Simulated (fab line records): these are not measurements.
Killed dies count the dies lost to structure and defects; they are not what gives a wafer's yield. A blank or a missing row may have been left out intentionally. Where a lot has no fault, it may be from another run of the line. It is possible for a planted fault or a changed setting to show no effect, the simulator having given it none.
fab line records	flow berkeley_cmos170
record lots=5	wafers=15	last_day=12
route steps=331 shown GATE@141 PLDD@145 NLDD@158
lots that met no fault: from a run of the same line without faults
start_h: the number of hours between the record's first day and the start of the first shown wafer of the lot	wait_h: time in hours since the lot's previous step	" unchanged from the row above	L1.1+2: a row that stands for several wafers	- no value present, or no start provided	* or withheld: withheld	< > ~ a bound
route shown NAME@n: names a module that has steps shown in the file, with the first one's number in the route	usual: mean and standard deviation over wafers with no fault	same: alike in all rows	chamber/n: place in a boat	sites: the reading at each site	_std_site: the standard deviation of these	_edge_site: the outer-site mean with the inner-site mean subtracted	radius_mm: for every site, how far away it sits from the centre of the wafer	mask NAME#n: copy n	behind: the tool/chamber that last shaped the wafer	hold: what put the lot on hold/how long, in hours/how the hold closed	device: names the non-switching transistor (n, p or np)	end of line: tests run on the same wafers once the route is complete	a step given without rows: its recipe and nothing more	killed: not the wafer's yield, but the dies lost to structure and defects at the first sort	map: a wafer's dies, x killed, . not, _ none there
set.NAME: the setting the step ran with; set.NAME@STEP: the setting that earlier step ran with	model.NAME: the simulator's own value behind a step, which no gauge read
lots at selected steps of the route; one table per step, one row per wafer
services: the hour from which a tool's chamber was out of use, counted from the record's first day as start_h (under 0 if before that day), plus the number of hours and why
## steps
# step UCB170_GATE_ETCH_15
# recipe chemistry=HBr/Cl2	target=poly-Si	stop_on=SiO2	over_etch_frac=0.3	icp_w=300	bias_w=150	time_s=56.3	pressure_mtorr=15	HBr_flow_sccm=150	Cl2_flow_sccm=50	target_depth_a=2782
# usual drypump_motor_current_A=5.6/0.42	oes_product_au=0.833/0.019	throttle_valve_pct=26.42/0.23
# same over_etch_frac=0.3
lot.wafer	tool	chamber	start_h	wait_h	drypump_motor_current_A	oes_product_au	rf_hours_counter_h	throttle_valve_pct
L078.3	rie_si-02	1	164.91	-	6.1	0.848	77	26.38
L078.5	"	3	"	"	5.9	0.819	-	26.41
L078.6	"	2	"	"	5.0	0.844	-	26.32
L081.1	rie_si-02	3	182.02	-	5.9	0.831	1	26.40
L081.3	"	1	"	"	6.1	0.863	77	26.39
L081.6	"	0	"	"	5.6	0.860	-	26.10
L083.2	rie_si-02	0	189.69	-	5.6	0.859	2	26.09
L083.3	"	3	"	"	5.9	0.827	2	26.41
L083.4	"	2	"	"	5.0	0.857	2	26.33
L085.1	rie_si-02	0	200.73	-	5.6	0.851	2	26.11
L085.2	"	3	"	"	5.9	0.829	2	26.39
L085.6	"	0	"	"	5.6	0.864	-	26.10
L094.1	rie_si-02	0	250.03	-	5.6	0.856	2	26.09
L094.2	"	2	"	"	5.0	0.855	2	26.31
L094.4	"	1	"	"	6.1	0.853	77	26.38
# step UCB170_GATE_STRIP_16
# recipe chemistry=O2	power_w=400	pressure_mtorr=3500	platen_temp_c=withheld	o2_flow_sccm=400	overash_fraction=0.5
# usual drypump_motor_current_A=6.0/0.33	oes_product_au=0.724/0.0043
lot.wafer	tool	chamber	start_h	wait_h	drypump_motor_current_A	oes_product_au	rf_hours_counter_h
L078.3	plasma_asher-03	0	164.99	0.1	5.7	0.731	-
L078.5	"	1	"	"	5.7	0.730	-
L078.6	"	0	"	"	5.6	0.728	-
L081.1	plasma_asher-04	0	182.06	0.0	6.3	0.732	47
L081.3	"	0	"	"	6.3	0.731	-
L081.6	"	0	"	"	6.3	0.729	-
L083.2	plasma_asher-04	1	189.74	0.0	5.8	0.720	48
L083.3	"	1	"	"	5.9	0.726	-
L083.4	"	0	"	"	6.2	0.724	-
L085.1	plasma_asher-02	1	200.78	0.0	6.1	0.722	10
L085.2	"	0	"	"	6.6	0.723	10
L085.6	"	0	"	"	6.5	0.717	-
L094.1	plasma_asher-04	1	250.08	0.0	5.9	0.721	55
L094.2	"	0	"	"	6.3	0.730	55
L094.4	"	0	"	"	6.2	0.726	-
# step UCB170_GATE_CD_MEAS_90
# recipe target_cd_nm=350
# usual cd_nm=349.8/1.4
lot.wafer	tool	chamber	start_h	wait_h	cd_nm
L078.3	cd_sem-01	-	165.09	0.1	348.9
L078.5	"	-	"	"	349.6
L078.6	"	-	"	"	350.0
L081.1	cd_sem-01	-	182.16	0.1	347.8
L081.3	"	-	"	"	347.6
L081.6	"	-	"	"	349.0
L083.2	cd_sem-02	-	189.86	0.1	345.9
L083.3	"	-	"	"	350.1
L083.4	"	-	"	"	349.4
L085.1	cd_sem-01	-	200.92	0.1	351.5
L085.2	"	-	"	"	349.6
L085.6	"	-	"	"	350.0
L094.1	cd_sem-01	-	250.68	0.6	349.1
L094.2	"	-	"	"	348.5
L094.4	"	-	"	"	348.2
# step UCB170_GATE_CLEAN_17
# recipe chemistry=SPM	temp_c=120	time_s=600
lot.wafer	tool	chamber	start_h	wait_h
L078.3+5+6	wet_bench-01	3	165.29	0.2
L081.1+3+6	wet_bench-01	3	182.38	0.2
L083.2+3+4	wet_bench-02	3	189.96	0.1
L085.1+2+6	wet_bench-01	1	201.15	0.2
L094.1+2+4	wet_bench-02	1	250.83	0.1
# step UCB170_PLDD_HMDS_00
# recipe prime_time_s=60	prime_temp_c=100
# usual exhaust_pa=45.0/0.82	prime_temp_c=100.01/0.15
lot.wafer	tool	chamber	start_h	wait_h	exhaust_pa	prime_temp_c
L078.3	litho_track-01	0	165.92	0.5	45.1	100.12
L078.5	"	0	"	"	46.0	100.22
L078.6	"	0	"	"	45.1	99.91
L081.1	litho_track-02	0	182.55	0.0	44.6	99.91
L081.3	"	0	"	"	45.9	100.04
L081.6	"	0	"	"	45.7	99.95
L083.2	litho_track-04	0	190.17	0.0	45.6	100.16
L083.3	"	0	"	"	46.6	100.15
L083.4	"	0	"	"	45.5	100.19
L085.1	litho_track-04	0	201.34	0.0	43.3	100.13
L085.2	"	0	"	"	44.4	100.38
L085.6	"	0	"	"	44.5	100.10
L094.1	litho_track-02	0	251.15	0.1	43.4	100.16
L094.2	"	0	"	"	46.6	99.87
L094.4	"	0	"	"	46.2	100.12
# step UCB170_PLDD_COAT_01
# recipe resist=KrF	spin_rpm=1500	resist_thk_nm=900
# usual exhaust_pa=44.9/0.88
lot.wafer	tool	chamber	start_h	wait_h	exhaust_pa
L078.3	litho_track-01	0	166.07	0.1	45.3
L078.5	"	0	"	"	44.3
L078.6	"	0	"	"	45.9
L081.1	litho_track-02	0	182.70	0.1	42.3
L081.3	"	0	"	"	44.1
L081.6	"	0	"	"	44.2
L083.2	litho_track-04	0	190.32	0.1	44.0
L083.3	"	0	"	"	45.7
L083.4	"	0	"	"	44.1
L085.1	litho_track-04	0	201.49	0.1	46.0
L085.2	"	0	"	"	44.8
L085.6	"	0	"	"	45.7
L094.1	litho_track-02	0	251.30	0.1	44.7
L094.2	"	0	"	"	44.6
L094.4	"	0	"	"	46.0
# step UCB170_PLDD_SOFTBAKE_02
# recipe resist=KrF	temp_c=130	time_s=60
# usual exhaust_pa=44.9/0.87
lot.wafer	tool	chamber	start_h	wait_h	exhaust_pa
L078.3	litho_track-01	0	166.22	0.1	44.6
L078.5	"	0	"	"	44.9
L078.6	"	0	"	"	44.6
L081.1	litho_track-02	0	182.85	0.1	45.0
L081.3	"	0	"	"	46.0
L081.6	"	0	"	"	44.2
L083.2	litho_track-04	0	190.47	0.1	45.2
L083.3	"	0	"	"	45.4
L083.4	"	0	"	"	44.5
L085.1	litho_track-04	0	201.64	0.1	44.7
L085.2	"	0	"	"	45.2
L085.6	"	0	"	"	44.1
L094.1	litho_track-02	0	251.45	0.1	45.4
L094.2	"	0	"	"	44.6
L094.4	"	0	"	"	45.5
# step UCB170_PLDD_EXPOSE_03
# recipe mask_id=PSELECT	na=0.5	sigma_outer=0.6	source_shape=conventional	target_cd_nm=1200	dose_mj=30
# same sigma_outer=0.6
lot.wafer	tool	chamber	start_h	wait_h	mask
L078.3+5+6	krf_scanner-01	0	-	-	PSELECT#0
L081.1+3+6	krf_scanner-02	0	183.00	0.1	PSELECT#0
L083.2+3+4	krf_scanner-02	0	190.75	0.3	PSELECT#0
L085.1+2+6	krf_scanner-02	0	201.91	0.2	PSELECT#0
L094.1+2+4	krf_scanner-02	0	251.82	0.3	PSELECT#0
# step UCB170_PLDD_PEB_04
# recipe peb_temp_c=130	peb_time_s=withheld	resist=KrF
# usual exhaust_pa=44.9/0.93
lot.wafer	tool	chamber	start_h	wait_h	exhaust_pa
L078.3	litho_track-01	0	-	-	44.9
L078.5	"	0	"	"	45.5
L078.6	"	0	"	"	45.6
L081.1	litho_track-02	0	183.12	0.1	45.0
L081.3	"	0	"	"	43.0
L081.6	"	0	"	"	45.3
L083.2	litho_track-02	0	190.96	0.2	44.8
L083.3	"	0	"	"	45.6
L083.4	"	0	"	"	45.7
L085.1	litho_track-02	0	202.03	0.1	44.2
L085.2	"	0	"	"	44.6
L085.6	"	0	"	"	45.6
L094.1	litho_track-01	0	252.04	0.2	43.8
L094.2	"	0	"	"	44.4
L094.4	"	0	"	"	44.6
# step UCB170_PLDD_DEVELOP_05
# recipe developer=TMAH	develop_time_s=45	resist=KrF	dev_temp_c=21
# usual exhaust_pa=44.8/0.99
lot.wafer	tool	chamber	start_h	wait_h	exhaust_pa
L078.3	litho_track-01	0	-	-	43.6
L078.5	"	0	"	"	45.9
L078.6	"	0	"	"	45.2
L081.1	litho_track-02	0	-	-	43.8
L081.3	"	0	"	"	44.0
L081.6	"	0	"	"	43.6
L083.2	litho_track-02	0	-	-	45.0
L083.3	"	0	"	"	44.4
L083.4	"	0	"	"	44.1
L085.1	litho_track-02	0	-	-	45.6
L085.2	"	0	"	"	45.0
L085.6	"	0	"	"	45.3
L094.1	litho_track-01	0	-	-	45.0
L094.2	"	0	"	"	46.2
L094.4	"	0	"	"	46.1
# step UCB170_PLDD_CD_MEAS_06
# recipe target_cd_nm=1200
# usual cd_nm=1199.6/1.5
lot.wafer	tool	chamber	start_h	wait_h	cd_nm
L078.3	cd_sem-01	-	167.99	-	1198.3
L078.5	"	-	"	"	1198.5
L078.6	"	-	"	"	1198.8
L081.1	cd_sem-01	-	183.39	-	1200.7
L081.3	"	-	"	"	1200.2
L081.6	"	-	"	"	1200.2
L083.2	cd_sem-02	-	191.24	-	1200.2
L083.3	"	-	"	"	1199.3
L083.4	"	-	"	"	1199.0
L085.1	cd_sem-02	-	202.30	-	1193.9
L085.2	"	-	"	"	1196.4
L085.6	"	-	"	"	1194.5
L094.1	cd_sem-01	-	252.46	-	1200.7
L094.2	"	-	"	"	1199.9
L094.4	"	-	"	"	1198.5
# step UCB170_PLDD_OVL_MEAS_07
# usual PLDD_OVL=-2/5.6
lot.wafer	tool	chamber	start_h	wait_h	PLDD_OVL[nm]
L078.3	overlay-02	-	168.08	0.1	-3
L078.5	"	-	"	"	3
L078.6	"	-	"	"	-1
L081.1	overlay-02	-	183.51	0.1	-4
L081.3	"	-	"	"	-4
L081.6	"	-	"	"	0
L083.2	overlay-01	-	191.34	0.1	4
L083.3	"	-	"	"	0
L083.4	"	-	"	"	3
L085.1	overlay-01	-	202.42	0.1	-6
L085.2	"	-	"	"	3
L085.6	"	-	"	"	-3
L094.1	overlay-02	-	252.58	0.1	2
L094.2	"	-	"	"	-8
L094.4	"	-	"	"	-14
# step UCB170_PLDD_IMPLANT_08
# recipe species=BF2	dose_cm2=5e+13	energy_kev=10	tilt_deg=7	rotation_deg=0
lot.wafer	tool	chamber	start_h	wait_h
L078.3+5+6	implanter-02	0	168.16	0.1
L081.1+3+6	implanter-02	0	183.55	0.0
L083.2+3+4	implanter-03	0	191.40	0.0
L085.1+2+6	implanter-03	0	202.46	0.0
L094.1+2+4	implanter-03	0	252.62	0.0
# step UCB170_PLDD_IMPLANT_09
# recipe species=BF2	dose_cm2=5e+13	energy_kev=10	tilt_deg=7	rotation_deg=180
lot.wafer	tool	chamber	start_h	wait_h
L078.3+5+6	implanter-02	0	168.31	0.1
L081.1+3+6	implanter-02	0	183.70	0.1
L083.2+3+4	implanter-03	0	191.55	0.1
L085.1+2+6	implanter-03	0	202.61	0.1
L094.1+2+4	implanter-03	0	252.77	0.1
# step UCB170_PLDD_STRIP_10
# recipe chemistry=O2	power_w=400	pressure_mtorr=3500	platen_temp_c=withheld	o2_flow_sccm=400	overash_fraction=0.5
# usual drypump_motor_current_A=5.7/0.37	oes_product_au=0.734/0.0041	strip_time_to_endpoint_s=21.65/0.058
lot.wafer	tool	chamber	start_h	wait_h	drypump_motor_current_A	oes_product_au	rf_hours_counter_h	strip_time_to_endpoint_s
L078.3	plasma_asher-04	1	168.44	0.1	5.8	0.735	-	21.73
L078.5	"	1	"	"	5.9	0.735	-	21.63
L078.6	"	0	"	"	6.2	0.731	-	21.69
L081.1	plasma_asher-04	0	183.85	0.1	6.2	0.735	47	21.71
L081.3	"	1	"	"	5.9	0.738	-	21.75
L081.6	"	0	"	"	6.3	0.733	-	21.70
L083.2	plasma_asher-01	0	191.67	0.1	5.2	0.740	48	21.65
L083.3	"	0	"	"	5.2	0.729	-	21.64
L083.4	"	1	"	"	5.2	0.741	-	21.66
L085.1	plasma_asher-03	0	202.76	0.1	5.7	0.731	38	21.63
L085.2	"	1	"	"	5.7	0.738	38	21.59
L085.6	"	1	"	"	5.7	0.730	-	21.70
L094.1	plasma_asher-04	0	252.92	0.1	6.2	0.732	55	21.71
L094.2	"	1	"	"	5.9	0.736	55	21.75
L094.4	"	0	"	"	6.2	0.735	-	21.72
# step UCB170_PLDD_TW_MEAS_11
# usual PLDD_TW=1014/11
lot.wafer	tool	chamber	start_h	wait_h	PLDD_TW
L078.3	film_metro-02	-	168.53	0.1	1028
L078.5	"	-	"	"	1023
L078.6	"	-	"	"	1023
L081.1	film_metro-02	-	183.95	0.1	1022
L081.3	"	-	"	"	1023
L081.6	"	-	"	"	1024
L083.2	film_metro-01	-	191.78	0.1	997
L083.3	"	-	"	"	1000
L083.4	"	-	"	"	1002
L085.1	film_metro-02	-	202.86	0.1	1018
L085.2	"	-	"	"	1020
L085.6	"	-	"	"	1018
L094.1	film_metro-01	-	253.02	0.1	1004
L094.2	"	-	"	"	999
L094.4	"	-	"	"	1007
# step UCB170_PLDD_CLEAN_12
# recipe chemistry=SPM	temp_c=120	time_s=600
lot.wafer	tool	chamber	start_h	wait_h
L078.3+5+6	wet_bench-01	3	168.57	0.0
L081.1+3+6	wet_bench-01	3	184.01	0.1
L083.2+3+4	wet_bench-01	1	191.83	0.0
L085.1+2+6	wet_bench-01	0	202.92	0.1
L094.1+2+4	wet_bench-01	2	253.08	0.1
# step UCB170_NLDD_HMDS_00
# recipe prime_time_s=60	prime_temp_c=100
# usual exhaust_pa=45.0/0.9	prime_temp_c=99.99/0.13
lot.wafer	tool	chamber	start_h	wait_h	exhaust_pa	prime_temp_c
L078.3	litho_track-04	0	168.81	0.1	44.8	100.19
L078.5	"	0	"	"	46.3	99.98
L078.6	"	0	"	"	45.3	100.11
L081.1	litho_track-04	0	184.18	0.0	45.4	99.93
L081.3	"	0	"	"	45.4	99.93
L081.6	"	0	"	"	45.2	100.09
L083.2	litho_track-03	0	192.03	0.0	45.6	100.09
L083.3	"	0	"	"	44.6	100.18
L083.4	"	0	"	"	44.8	100.15
L085.1	litho_track-03	0	203.11	0.0	45.4	99.97
L085.2	"	0	"	"	43.8	100.05
L085.6	"	0	"	"	44.2	99.91
L094.1	litho_track-04	0	253.25	0.0	44.9	99.98
L094.2	"	0	"	"	45.1	100.25
L094.4	"	0	"	"	45.0	100.15
# step UCB170_NLDD_COAT_01
# recipe resist=KrF	spin_rpm=1500	resist_thk_nm=900
# usual exhaust_pa=44.7/0.9
lot.wafer	tool	chamber	start_h	wait_h	exhaust_pa
L078.3	litho_track-04	0	168.96	0.1	46.3
L078.5	"	0	"	"	47.4
L078.6	"	0	"	"	45.5
L081.1	litho_track-04	0	184.33	0.1	44.7
L081.3	"	0	"	"	45.3
L081.6	"	0	"	"	45.1
L083.2	litho_track-03	0	192.18	0.1	44.4
L083.3	"	0	"	"	46.8
L083.4	"	0	"	"	46.2
L085.1	litho_track-03	0	203.26	0.1	44.2
L085.2	"	0	"	"	44.1
L085.6	"	0	"	"	45.2
L094.1	litho_track-04	0	253.40	0.1	43.9
L094.2	"	0	"	"	42.6
L094.4	"	0	"	"	42.3
# step UCB170_NLDD_SOFTBAKE_02
# recipe resist=KrF	temp_c=130	time_s=60
# usual exhaust_pa=45.0/0.82
lot.wafer	tool	chamber	start_h	wait_h	exhaust_pa
L078.3	litho_track-04	0	169.11	0.1	45.9
L078.5	"	0	"	"	45.4
L078.6	"	0	"	"	44.0
L081.1	litho_track-04	0	184.48	0.1	44.1
L081.3	"	0	"	"	44.6
L081.6	"	0	"	"	43.2
L083.2	litho_track-03	0	192.33	0.1	44.7
L083.3	"	0	"	"	45.7
L083.4	"	0	"	"	43.6
L085.1	litho_track-03	0	203.41	0.1	45.3
L085.2	"	0	"	"	45.0
L085.6	"	0	"	"	45.6
L094.1	litho_track-04	0	253.55	0.1	45.2
L094.2	"	0	"	"	44.5
L094.4	"	0	"	"	45.1
# step UCB170_NLDD_EXPOSE_03
# recipe mask_id=NSELECT	na=0.5	sigma_outer=0.6	source_shape=conventional	target_cd_nm=1200	dose_mj=30
# same sigma_outer=0.6
lot.wafer	tool	chamber	start_h	wait_h	mask
L078.3+5+6	krf_scanner-02	0	169.25	0.1	NSELECT#0
L081.1+3+6	krf_scanner-02	0	184.63	0.1	NSELECT#0
L083.2+3+4	krf_scanner-02	0	192.60	0.2	NSELECT#0
L085.1+2+6	krf_scanner-01	0	203.68	0.2	NSELECT#0
L094.1+2+4	krf_scanner-01	0	253.70	0.1	NSELECT#0
# step UCB170_NLDD_PEB_04
# recipe peb_temp_c=130	peb_time_s=withheld	resist=KrF
# usual exhaust_pa=45.0/0.8
lot.wafer	tool	chamber	start_h	wait_h	exhaust_pa
L078.3	litho_track-01	0	170.10	0.8	44.0
L078.5	"	0	"	"	44.0
L078.6	"	0	"	"	44.7
L081.1	litho_track-03	0	185.00	0.3	45.7
L081.3	"	0	"	"	44.7
L081.6	"	0	"	"	46.0
L083.2	litho_track-01	0	193.17	0.6	44.7
L083.3	"	0	"	"	45.9
L083.4	"	0	"	"	44.7
L085.1	litho_track-04	0	203.82	0.1	45.4
L085.2	"	0	"	"	44.1
L085.6	"	0	"	"	45.3
L094.1	litho_track-03	0	254.11	0.4	45.4
L094.2	"	0	"	"	45.4
L094.4	"	0	"	"	44.7
# step UCB170_NLDD_DEVELOP_05
# recipe developer=TMAH	develop_time_s=45	resist=KrF	dev_temp_c=21
# usual exhaust_pa=44.9/0.98
lot.wafer	tool	chamber	start_h	wait_h	exhaust_pa
L078.3	litho_track-01	0	-	-	44.6
L078.5	"	0	"	"	44.5
L078.6	"	0	"	"	43.9
L081.1	litho_track-03	0	-	-	47.0
L081.3	"	0	"	"	45.1
L081.6	"	0	"	"	47.4
L083.2	litho_track-01	0	-	-	44.4
L083.3	"	0	"	"	44.1
L083.4	"	0	"	"	44.2
L085.1	litho_track-04	0	-	-	44.7
L085.2	"	0	"	"	44.0
L085.6	"	0	"	"	45.0
L094.1	litho_track-03	0	-	-	44.2
L094.2	"	0	"	"	43.6
L094.4	"	0	"	"	44.9
# step UCB170_NLDD_CD_MEAS_06
# recipe target_cd_nm=1200
# usual cd_nm=1199.9/1.2
lot.wafer	tool	chamber	start_h	wait_h	cd_nm
L078.3	cd_sem-01	-	170.36	-	1200.5
L078.5	"	-	"	"	1199.0
L078.6	"	-	"	"	1199.1
L081.1	cd_sem-02	-	185.27	-	1197.9
L081.3	"	-	"	"	1200.5
L081.6	"	-	"	"	1199.5
L083.2	cd_sem-02	-	193.44	-	1200.7
L083.3	"	-	"	"	1200.0
L083.4	"	-	"	"	1201.0
L085.1	cd_sem-01	-	204.09	-	1199.2
L085.2	"	-	"	"	1198.1
L085.6	"	-	"	"	1199.6
L094.1	cd_sem-01	-	254.39	-	1201.1
L094.2	"	-	"	"	1202.7
L094.4	"	-	"	"	1202.5
# step UCB170_NLDD_OVL_MEAS_07
# usual NLDD_OVL=-3/4.8
lot.wafer	tool	chamber	start_h	wait_h	NLDD_OVL[nm]
L078.3	overlay-02	-	170.46	0.1	-1
L078.5	"	-	"	"	-9
L078.6	"	-	"	"	-13
L081.1	overlay-02	-	185.39	0.1	1
L081.3	"	-	"	"	-2
L081.6	"	-	"	"	-8
L083.2	overlay-01	-	193.55	0.1	-4
L083.3	"	-	"	"	-12
L083.4	"	-	"	"	-7
L085.1	overlay-02	-	204.21	0.1	-5
L085.2	"	-	"	"	-3
L085.6	"	-	"	"	-10
L094.1	overlay-02	-	254.51	0.1	0
L094.2	"	-	"	"	-7
L094.4	"	-	"	"	-4
# step UCB170_NLDD_IMPLANT_08
# recipe species=As	dose_cm2=5e+13	energy_kev=30	tilt_deg=7	rotation_deg=0
lot.wafer	tool	chamber	start_h	wait_h
L078.3+5+6	implanter-01	0	170.53	0.1
L081.1+3+6	implanter-02	0	185.43	0.0
L083.2+3+4	implanter-04	0	193.60	0.0
L085.1+2+6	implanter-04	0	204.25	0.0
L094.1+2+4	implanter-02	0	254.54	0.0
# step UCB170_NLDD_IMPLANT_09
# recipe species=As	dose_cm2=5e+13	energy_kev=30	tilt_deg=7	rotation_deg=180
lot.wafer	tool	chamber	start_h	wait_h
L078.3+5+6	implanter-01	0	170.68	0.1
L081.1+3+6	implanter-02	0	185.58	0.1
L083.2+3+4	implanter-04	0	193.75	0.1
L085.1+2+6	implanter-04	0	204.40	0.1
L094.1+2+4	implanter-02	0	254.69	0.1
## services
tool	chamber	start_h	hours	kind
krf_scanner-02	-	142.00	1.3	pm
rie_si-02	3	148.63	3.9	repair
plasma_asher-03	-	150.70	2.0	repair
implanter-03	-	152.67	3.8	repair
krf_scanner-02	0	167.21	-	calibration
implanter-04	-	171.83	3.1	repair
krf_scanner-01	-	174.88	0.8	pm
krf_scanner-02	-	175.63	4.0	pm
krf_scanner-01	0	193.77	-	calibration
krf_scanner-01	-	196.29	1.0	pm
rie_si-02	0	207.19	7.1	repair
krf_scanner-01	-	217.92	0.5	repair
krf_scanner-01	-	221.55	10.1	repair
plasma_asher-02	-	235.21	0.7	repair
plasma_asher-03	-	235.65	2.8	pm
implanter-01	-	246.88	2.1	repair
krf_scanner-01	-	247.41	4.4	pm
## key
fault none
